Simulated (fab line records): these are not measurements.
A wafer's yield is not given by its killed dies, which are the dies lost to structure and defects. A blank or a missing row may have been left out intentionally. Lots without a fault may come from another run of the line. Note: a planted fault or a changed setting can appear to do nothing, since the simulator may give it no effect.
Which tool was responsible?	flow ritCmos	39 wafers from 13 lots sampled at 4 of the route's 202 steps

== WHAT EACH GAUGE READ, for each wafer ==
RIT_NSD_OVL_MEAS_06. Usual: NSD_OVL gives -1.2 nm (standard deviation 1.2).
lot	measured	on	NSD_OVL (nm)	flag
L243	day 3 04:48	overlay-02	-1.1 -2.6 -2.4	
L247	day 3 19:55	overlay-02	-1.9 -1.3 -1.1	
L248	day 4 00:25	overlay-01	-0.9 -0.6 -2.0	
L249	day 4 05:15	overlay-02	- - -	OFF
L250	day 4 09:05	overlay-02	-0.6 -1.1 0.2	
L256	day 5 16:55	overlay-02	-0.5 -4.3 -3.8	
L259	day 6 06:50	overlay-01	-1.2 -3.1 -2.4	
L260	day 6 12:05	overlay-02	-1.2 -2.1 -0.6	
L261	day 6 16:38	overlay-01	-0.4 -0.5 -0.7	
L262	day 6 22:23	overlay-02	-0.6 -2.0 -0.4	
L264	day 7 07:13	overlay-01	0.6 0.5 0.4	
L265	day 7 12:59	overlay-02	-2.8 -0.3 0.2	
L266	day 7 18:07	overlay-01	-0.7 -1.1 -0.7	

RIT_NSD_TW_MEAS_10. Usual: NSD_TW gives 3118 (standard deviation 17).
lot	measured	on	NSD_TW	flag
L243	day 3 05:19	filmMetro-04	3136 3125 3125	
L247	day 3 20:26	filmMetro-03	3099 3099 3113	
L248	day 4 00:56	filmMetro-04	3128 3123 3131	
L249	day 4 05:46	filmMetro-04	30 30 30	OFF
L250	day 4 09:35	filmMetro-01	3128 3134 3126	
L256	day 5 17:26	filmMetro-04	3137 3136 3139	
L259	day 6 07:21	filmMetro-04	3129 3142 3142	
L260	day 6 12:36	filmMetro-04	3121 3117 3119	
L261	day 6 17:08	filmMetro-04	3117 3129 3106	
L262	day 6 22:55	filmMetro-03	3110 3091 3092	
L264	day 7 07:44	filmMetro-04	3127 3119 3113	
L265	day 7 13:30	filmMetro-03	3101 3106 3106	
L266	day 7 18:37	filmMetro-01	3117 3109 3120	

RIT_PSD_TW_MEAS_10. Usual: PSD_TW gives 3429 (standard deviation 20).
lot	measured	on	PSD_TW	flag
L243	day 3 06:53	filmMetro-03	3404 3405 3390	
L247	day 3 21:58	filmMetro-03	3408 3423 3402	
L248	day 4 02:28	filmMetro-01	3452 3438 3455	
L249	day 4 07:11	filmMetro-01	3634 3638 3648	OFF
L250	day 4 11:08	filmMetro-01	3443 3449 3433	
L256	day 5 19:02	filmMetro-04	3439 3425 3426	
L259	day 6 08:46	filmMetro-01	3389 3445 3408	
L260	day 6 14:01	filmMetro-04	3423 3426 3440	
L261	day 6 18:34	filmMetro-01	3415 3415 3408	
L262	day 7 00:20	filmMetro-03	3419 3433 3432	
L264	day 7 09:17	filmMetro-01	3437 3436 3441	
L265	day 7 14:56	filmMetro-03	3411 3408 3405	
L266	day 7 20:10	filmMetro-04	3432 3409 3418	

== WHICH TOOL RAN EACH LOT (tool, then ch and the chambers of the sampled wafers, then the start) ==
lot	RIT_NSD_EXPOSE_03
L243	ilineStepper-02 ch 0, day 3 04:24
L247	ilineStepper-01 ch 0, day 3 19:31
L248	ilineStepper-01 ch 0, day 4 00:01
L249	ilineStepper-02 ch 0, day 4 04:52
L250	ilineStepper-01 ch 0, day 4 08:41
L256	ilineStepper-01 ch 0, day 5 16:32
L259	ilineStepper-02 ch 0, day 6 06:26
L260	ilineStepper-02 ch 0, day 6 11:41
L261	ilineStepper-02 ch 0, day 6 16:14
L262	ilineStepper-02 ch 0, day 6 21:59
L264	ilineStepper-01 ch 0, day 7 06:50
L265	ilineStepper-02 ch 0, day 7 12:27
L266	ilineStepper-01 ch 0, day 7 17:43
- RIT_NSD_EXPOSE_03: exposes mask M9, target cd 40700 nm.

== WHAT THE TOOLS THEMSELVES READ (means of the sampled wafers that have a number; where no wafer has one, the mark that the record gives instead) ==
The record holds no such reading with a usual standard deviation.

== THE ANSWER, worked out from the rows above alone ==
Rule: take the mean of a lot's wafers that have a number; if it is more than 3 standard deviations from the usual mean, the lot is off. Also off: a lot with no number at a reading for which 4 or more lots have one. Any other lot the step has rows for is counted as sound. First the gauges in route order, then the tools' own readings, where a lot's mean is used as printed above. At the first step where some lot is off, the reading lying furthest off is the one used; lots without a number count as furthest.
Off: L249, at RIT_NSD_OVL_MEAS_06 (NSD_OVL). Without a number there: L249.
If a tool, at a process step before that reading, ran all the lots that are off and no sound lot after the first of them, it fits. Not tried: the gauges at RIT_NSD_OVL_MEAS_06; whatever is off there is also off at RIT_NSD_TW_MEAS_10, on other tools, and gauge error can't account for it. Not one of the candidates tried fits.

== WHAT HAD BEEN PUT IN BY THE SIMULATOR ==
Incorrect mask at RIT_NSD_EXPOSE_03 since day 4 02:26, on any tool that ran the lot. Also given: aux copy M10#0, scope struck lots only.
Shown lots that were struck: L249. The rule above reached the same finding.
